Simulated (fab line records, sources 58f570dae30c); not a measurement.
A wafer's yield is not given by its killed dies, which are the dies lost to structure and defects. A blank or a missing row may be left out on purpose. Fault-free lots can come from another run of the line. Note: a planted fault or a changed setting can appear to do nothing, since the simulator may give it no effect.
Split-lot study + flow berkeley cmos170 + 23 wafers read from 5 lots, route of 331 steps

## ABOUT THE SPLIT
At UCB170_NVT_IMPLANT_07, the setting energy kev was moved away from the recipe's 50 on 6 of the 23 wafers read, by -2.1% to +4.1%. All remaining wafers had this setting at the recipe value.

Reading taken at the split's own step.

## THE READING
implant.drp nm (the simulator's own value, which no gauge read), in nm, at UCB170_NVT_IMPLANT_07. The file gives no usual value for it.

| wafer  | tool, chamber at the split | energy kev as run | against the recipe | implant.drp nm, nm | against lot-mates on the recipe |
|--------|----------------------------|-------------------|--------------------|--------------------|---------------------------------|
| L075.1 | implanter-04, 0            | 50                | recipe             | 18.57              | -                               |
| L075.4 | implanter-04, 0            | 50                | recipe             | 18.57              | -                               |
| L075.2 | implanter-04, 0            | 52.07             | +4.1%              | 19.12              | +0.55                           |
| L075.3 | implanter-04, 0            | 52.07             | +4.1%              | 19.12              | +0.55                           |
| L075.5 | implanter-04, 0            | 52.07             | +4.1%              | 19.12              | +0.55                           |
| L076.1 | implanter-03, 0            | 50                | recipe             | 18.57              | -                               |
| L076.2 | implanter-03, 0            | 50                | recipe             | 18.57              | -                               |
| L076.6 | implanter-03, 0            | 50                | recipe             | 18.57              | -                               |
| L077.1 | implanter-01, 0            | 50                | recipe             | 18.57              | -                               |
| L077.2 | implanter-01, 0            | 50                | recipe             | 18.57              | -                               |
| L077.3 | implanter-01, 0            | 50                | recipe             | 18.57              | -                               |
| L077.4 | implanter-01, 0            | 50                | recipe             | 18.57              | -                               |
| L077.5 | implanter-01, 0            | 50                | recipe             | 18.57              | -                               |
| L080.1 | implanter-04, 0            | 50                | recipe             | 18.57              | -                               |
| L080.5 | implanter-04, 0            | 50                | recipe             | 18.57              | -                               |
| L080.2 | implanter-04, 0            | 48.96             | -2.1%              | 18.29              | -0.28                           |
| L080.3 | implanter-04, 0            | 48.96             | -2.1%              | 18.29              | -0.28                           |
| L080.6 | implanter-04, 0            | 48.96             | -2.1%              | 18.29              | -0.28                           |
| L082.1 | implanter-04, 0            | 50                | recipe             | 18.57              | -                               |
| L082.3 | implanter-04, 0            | 50                | recipe             | 18.57              | -                               |
| L082.4 | implanter-04, 0            | 50                | recipe             | 18.57              | -                               |
| L082.5 | implanter-04, 0            | 50                | recipe             | 18.57              | -                               |
| L082.6 | implanter-04, 0            | 50                | recipe             | 18.57              | -                               |

FIT RESULTS
A straight line over all 23 wafers: implant.drp nm changes by +0.133 nm for each +1% of energy kev; r = +1.00; the points scatter about the line by 0.0011 nm.
The same after taking each lot's own level away (the mean of its wafers on the recipe; 23 wafers): +0.133 nm for each +1%; r = +1.00; scatter 0.0011 nm.
On that fit, the largest move of energy kev shifts the reading by 0.55 nm.
The lots' own levels span 18.570 to 18.570 nm.
So the lot-to-lot level changes the slope little: the two slopes agree.
Check: for one of the wafers moved furthest among these (+4.1%), held out of the fit, the line's prediction against its lot-mates is +0.552 nm. Against them it came out at +0.55 nm.

## ADDITIONAL SPLITS CARRIED BY THESE WAFERS
Other splits were also applied to these wafers ahead of the reading. Each is held against what the fit with the lots' levels taken away leaves over:
| other split on the same wafers       | wafers away from the commonest value | r with implant.drp nm (lot level and that fit taken away) |
|--------------------------------------|--------------------------------------|-----------------------------------------------------------|
| UCB170_START_OXIDATION_02 ox time s  | 15                                   | +0.06                                                     |
| UCB170_NWELL_OXIDATION_01 temp c     | 15                                   | -0.02                                                     |
| UCB170_NWELL_IMPLANT_14 energy kev   | 10                                   | +0.19                                                     |
| UCB170_PWELL_IMPLANT_15 energy kev   | 7                                    | -0.29                                                     |
| UCB170_WELLDRIVE_OXIDATION_01 temp c | 15                                   | -0.44                                                     |
| UCB170_ACTIVE_ETCH_15 time s         | 11                                   | +0.11                                                     |
| UCB170_PFIELD_IMPLANT_07 dose cm2    | 7                                    | -0.09                                                     |

## THE WHOLE CHAIN: every reading that the file lists as answering this split, in the file's order
| step                  | what it does | reading                                                         | change (the file's fit)               | r (the file's) |
|-----------------------|--------------|-----------------------------------------------------------------|---------------------------------------|----------------|
| UCB170_NVT_IMPLANT_07 |              | implant.rp nm (the simulator's own value, which no gauge read)  | +0.367 nm for each +1% of the setting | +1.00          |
| UCB170_NVT_IMPLANT_07 |              | implant.drp nm (the simulator's own value, which no gauge read) | +0.134 nm for each +1% of the setting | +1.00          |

## THE FILE'S OWN FIT
implant.drp nm changes by +0.134 nm for each +1% of energy kev, r = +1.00.
